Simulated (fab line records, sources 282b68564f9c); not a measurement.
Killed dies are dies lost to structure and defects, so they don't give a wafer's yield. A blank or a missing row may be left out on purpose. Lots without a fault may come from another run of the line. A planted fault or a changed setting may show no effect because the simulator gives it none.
A struck lot beside a sound one | flow rit_cmos | 15 steps out of a route of 202
Sound: wafers L295.1, L295.5, L295.6. Struck: wafer L308.5. (L308.1, L308.6 of the same lot were not struck and are left out.) The cause comes at the end.
At each step with rows: each side's tool, then ch and its chambers, then its first start. Under that, the readings that differ: sound wafers | struck wafers | difference of the means | sigmas: that difference in standard deviations of wafers without a fault.
alike: readings whose means differ by less than 2 such deviations, and words and numbers that are the same on both sides. not compared: withheld readings, readings that some wafer has no value for, bounds like >300 that may hide the same value, and numbers for which the record gives no deviation and whose values overlap.
The two part at a step that has a row with sigmas, a row that says differs or no value, or rows on one side only. Numbers that don't overlap but have no deviation are shown without sigmas and don't part them. A reading that every wafer of one side lacks parts them only if that side has two wafers or more.

RIT_SILICIDE_RTA_06: time 10 s, ramp up 5 s, ramp down 10 s.
  sound on rtp_anneal-01 ch 0, day 4 07:42; struck on rtp_anneal-02 ch 0, day 6 14:25
  alike: chamber_o2_ppm, wafer_temp_C_max
RIT_CONTACT_CVD_00: deposits SiO2 from TEOS, target thk 400 nm, time 61 s.
  sound on pecvd-01 ch 0,2, day 4 07:46; struck on pecvd-03 ch 2, day 6 14:29
  reading            | sound       | struck | difference | sigmas
  heater_power_w (W) | 284 305 261 | 417    | +134       | +3
RIT_CONTACT_THK_MEAS_01:
  sound on film_metro-04, day 4 07:49; struck on film_metro-01, day 6 14:32
  reading               | sound       | struck | difference | sigmas
  CONTACT_TEOS_THK (nm) | 383 389 398 | 409    | +19        | +3
then, 6 steps without rows for these wafers: RIT_CONTACT_HMDS_02 (prime time 60 s); RIT_CONTACT_COAT_03 (resist thk 1000 nm); RIT_CONTACT_SOFTBAKE_04 (time 60 s); RIT_CONTACT_EXPOSE_05 (exposes mask M11, target cd 1000 nm); RIT_CONTACT_PEB_06; RIT_CONTACT_DEVELOP_07 (develop time 120 s).
RIT_CONTACT_CD_MEAS_08: target cd 1000 nm.
  sound on cd_sem-01, day 4 08:58; struck on cd_sem-02, day 6 15:34
  alike: cd_nm
RIT_CONTACT_OVL_MEAS_09:
  sound on overlay-02, day 4 09:05; struck on overlay-01, day 6 15:41
  reading          | sound          | struck | difference | sigmas
  CONTACT_OVL (nm) | -1.5 -1.9 -0.9 | 1.9    | +3.3       | +2
then, 1 step without rows for these wafers: RIT_CONTACT_HARDBAKE_10 (time 60 s).
RIT_CONTACT_ETCH_11: etches SiO2 in CHF3/CF4/Ar, stops on TiSi2, target depth 480 nm, time 320 s.
  sound on rie_diel-01 ch 0,1, day 4 09:22; struck on rie_diel-02 ch 0, day 6 15:52
  reading                                      | sound             | struck | difference | sigmas
  rf_fwd_power_W (W)                           | 199.6 200.0 198.5 | 230.4  | +31.0      | +50
  model.NOVOLAK_of_CONTACT_COAT_03.thk_nm (nm) | 768.3 768.1 776.1 | 752.6  | -18.2      |
  alike: drypump_motor_current_A, oes_product_au, throttle_valve_pct
  not compared: rf_hours_counter_h
RIT_CONTACT_STRIP_12: strips in O2, time 180 s.
  sound on plasma_asher-02 ch 0,1, day 4 09:34; struck on plasma_asher-03 ch 1, day 6 16:04
  alike: drypump_motor_current_A
  not compared: rf_hours_counter_h
RIT_M1_PROBE_99:
  sound on prober-01, day 4 14:37; struck on prober-02, day 6 21:27
  alike: killed_at_contacts, killed_at_front_end, killed_dies, killed_open, killed_short
  not compared: model.etest.antenna_contact.vt_shift_v

WHERE THEY PART
First at RIT_CONTACT_CVD_00; last, within this record, at RIT_CONTACT_ETCH_11. Later steps at which nothing parts them and some readings are alike: RIT_CONTACT_STRIP_12, RIT_M1_PROBE_99.

WHY: what the simulator had put in
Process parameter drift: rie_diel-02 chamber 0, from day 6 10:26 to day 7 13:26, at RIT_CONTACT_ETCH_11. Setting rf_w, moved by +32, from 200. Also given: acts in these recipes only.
